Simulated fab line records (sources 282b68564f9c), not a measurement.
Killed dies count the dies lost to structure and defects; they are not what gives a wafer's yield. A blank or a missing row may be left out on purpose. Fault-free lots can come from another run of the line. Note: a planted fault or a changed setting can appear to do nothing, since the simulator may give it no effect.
A lot that was struck, set against a sound lot | flow rit-cmos | 18 out of 202 route steps
Sound: wafers L114.1, L114.4, L114.6. Wafers L123.1, L123.2, L123.6 were the ones struck. The cause is given at the end.
Per side, at each step with rows, come the tool, then ch with its chambers, and then its first start. Under that, the readings that differ: sound wafers | struck wafers | difference of the means | sigmas: that difference in standard deviations of wafers without a fault.
alike: a reading whose means differ by less than 2 such deviations, as well as words and numbers matching on both sides. not compared: withheld readings; readings where some wafer has no value; bounds like >300 that might hide an equal value; numbers whose values overlap and for which the record gives no deviation.
Wherever a step has rows on one side only, a row that says differs or no value, or a row with sigmas, the two part there. Numbers that have no deviation but don't overlap get no sigmas and don't part them. A reading that every wafer of one side lacks parts them only if that side has two wafers or more.

first, 4 steps without rows for these wafers: RIT_NLDD_SOFTBAKE_02 (time 60 s); RIT_NLDD_EXPOSE_03 (exposes mask M7, target cd 40700 nm); RIT_NLDD_PEB_04; RIT_NLDD_DEVELOP_05 (develop time 50 s).
RIT_NLDD_OVL_MEAS_06:
  sound: overlay-02 at day 3 07:55; struck: overlay-01 at day 5 01:16
  alike: NLDD_OVL
then, 2 steps without rows for these wafers: RIT_NLDD_HARDBAKE_07 (time 60 s); RIT_NLDD_IMPLANT_08.
RIT_NLDD_STRIP_09: strips in O2, time 180 s.
  sound on plasma-asher-04 ch 0,1, day 3 08:15; struck on plasma-asher-02 ch 0,1, day 5 01:37
  alike: drypump-motor-current-A
  not compared: rf-hours-counter-h
RIT_NLDD_TW_MEAS_10:
  sound: film-metro-03 at day 3 08:25; struck: film-metro-03 at day 5 01:47
  alike: NLDD_TW
then, 3 steps without rows for these wafers: RIT_PLDD_HMDS_00 (prime time 60 s); RIT_PLDD_COAT_01 (resist thk 1000 nm); RIT_PLDD_SOFTBAKE_02 (time 60 s).
RIT_PLDD_EXPOSE_03: exposes mask M8, target cd 40900 nm.
  sound on iline-stepper-01 ch 0, day 3 09:04; struck on iline-stepper-01 ch 0, day 5 02:25
  alike: mask
then, 2 steps without rows for these wafers: RIT_PLDD_PEB_04; RIT_PLDD_DEVELOP_05 (develop time 50 s).
RIT_PLDD_OVL_MEAS_06:
  sound: overlay-02 at day 3 09:28; struck: overlay-02 at day 5 02:49
  reading       | sound       | struck      | difference | sigmas
  PLDD_OVL (nm) | 1.9 2.0 0.6 | 4.0 3.7 4.0 | +2.4       | +2
then, 1 step without rows for these wafers: RIT_PLDD_HARDBAKE_07 (time 60 s).
RIT_M1_PROBE_99:
  sound: prober-02 at day 4 00:25; struck: prober-01 at day 5 16:59
  reading            | sound | struck | difference | sigmas
  killed-at-contacts | 0 0 0 | 0 1    | +0         | +2
  alike: killed-at-front-end, killed-dies, killed-open, killed-short

## WHERE THEY PART
Earliest at RIT_PLDD_OVL_MEAS_06; latest, in this record, at RIT_M1_PROBE_99.

WHY: what the simulator had put in
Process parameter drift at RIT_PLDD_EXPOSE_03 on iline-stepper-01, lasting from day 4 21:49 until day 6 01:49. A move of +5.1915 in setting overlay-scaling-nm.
